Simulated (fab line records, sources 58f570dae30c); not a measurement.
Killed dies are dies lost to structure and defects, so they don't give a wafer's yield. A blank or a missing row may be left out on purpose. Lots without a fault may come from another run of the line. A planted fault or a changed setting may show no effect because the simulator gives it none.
Which tool did it? | flow berkeley_cmos170 | 14 lots, 42 wafers sampled, at 1 step of a route of 331

WHAT THE GAUGES READ, wafer by wafer
The record holds no reading of a measuring or inspecting step that can be judged against a usual standard deviation.

WHICH TOOL RAN EACH LOT (tool, then ch and the chambers of the sampled wafers, then the start)
lot  | UCB170_NSD_STRIP_09
L489 | plasma_asher-03 ch 0,1, day 7 16:10
L488 | plasma_asher-04 ch 0,1, day 7 16:31
L492 | plasma_asher-04 ch 0,1, day 7 23:53
L491 | plasma_asher-03 ch 0,1, day 8 00:10
L490 | plasma_asher-04 ch 0,1, day 8 00:17
L493 | plasma_asher-03 ch 0,1, day 9 00:57
L494 | plasma_asher-04 ch 0,1, day 9 01:14
L496 | plasma_asher-04 ch 0,1, day 9 09:59
L503 | plasma_asher-01 ch 0,1, day 10 17:38
L504 | plasma_asher-01 ch 0,1, day 11 14:01
L509 | plasma_asher-03 ch 0,1, day 11 23:00
L506 | plasma_asher-01 ch 0,1, day 11 23:05
L505 | plasma_asher-03 ch 0, day 11 23:14
L511 | plasma_asher-03 ch 0,1, day 12 12:44
- UCB170_NSD_STRIP_09: strips in O2.

WHAT THE TOOLS THEMSELVES READ (means of the sampled wafers that have a number; where no wafer has one, the mark that the record gives instead)
UCB170_NSD_STRIP_09.
lot  | tool            | drypump_motor_current_A (A) | oes_product_au (a.u.) | strip_time_to_endpoint_s (s)
L489 | plasma_asher-03 | 6.0                         | 0.529                 | 35.92
L488 | plasma_asher-04 | 5.4                         | 0.531                 | 35.91
L492 | plasma_asher-04 | 5.5                         | 0.536                 | 35.85
L491 | plasma_asher-03 | 5.7                         | 0.536                 | 35.70
L490 | plasma_asher-04 | 5.5                         | 0.536                 | 35.88
L493 | plasma_asher-03 | 6.0                         | 0.539                 | 35.84
L494 | plasma_asher-04 | 5.5                         | 0.497                 | 35.82
L496 | plasma_asher-04 | 5.5                         | 0.499                 | 35.75
L503 | plasma_asher-01 | 5.6                         | 0.531                 | 35.78
L504 | plasma_asher-01 | 5.6                         | 0.532                 | 35.80
L509 | plasma_asher-03 | 5.7                         | 0.533                 | 35.84
L506 | plasma_asher-01 | 5.6                         | 0.541                 | 35.91
L505 | plasma_asher-03 | 5.2                         | 0.533                 | 35.64
L511 | plasma_asher-03 | 6.0                         | 0.539                 | 35.80

THE ANSWER, worked out from the rows above alone
Rule: what is usual is taken from the lots themselves. Put in order of their means at a reading, lots are off if they are a third of the lots or fewer, leave a main group of 4 or more, and stand apart from it by a gap of 3 or more times the standard deviation of the main group's means; of several such gaps the widest counts. A main group whose means are all the same, to the digits that the tables above print for the reading, isn't used. A lot without any number at a reading at which 4 lots or more have one is off too. The other lots that the step has rows for count as sound. The gauges are gone through in route order, then the tools' own readings, and for those a lot's mean is taken as printed above. The first step at which some lot is off is used, and at that step the reading that is off furthest; a lot without a number counts as furthest.
Off: L494, L496, at UCB170_NSD_STRIP_09 (oes_product_au). The main group: mean 0.535 a.u., standard deviation 0.0036.
A tool fits if, at that step or a process step before it, it ran every lot that is off, and no sound lot after the first of them. One fits: plasma_asher-04 at UCB170_NSD_STRIP_09. Its last sound lot is L490 (day 8 00:17), its first lot that is off L494 (day 9 01:14): a fault that began between those two fits.
The tool's own readings at UCB170_NSD_STRIP_09 bear it out: on the lots that are off they differ by more than 5 times the standard deviation of the sound lots' means. oes_product_au reads 0.498 a.u. there against 0.535 a.u. on the sound lots.

WHAT THE SIMULATOR HAD PUT IN
Process parameter drift: plasma_asher-04, from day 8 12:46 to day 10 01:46, at UCB170_NSD_STRIP_09. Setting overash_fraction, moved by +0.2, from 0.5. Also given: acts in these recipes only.
Lots struck among those shown: L494, L496. The rule above found the same.
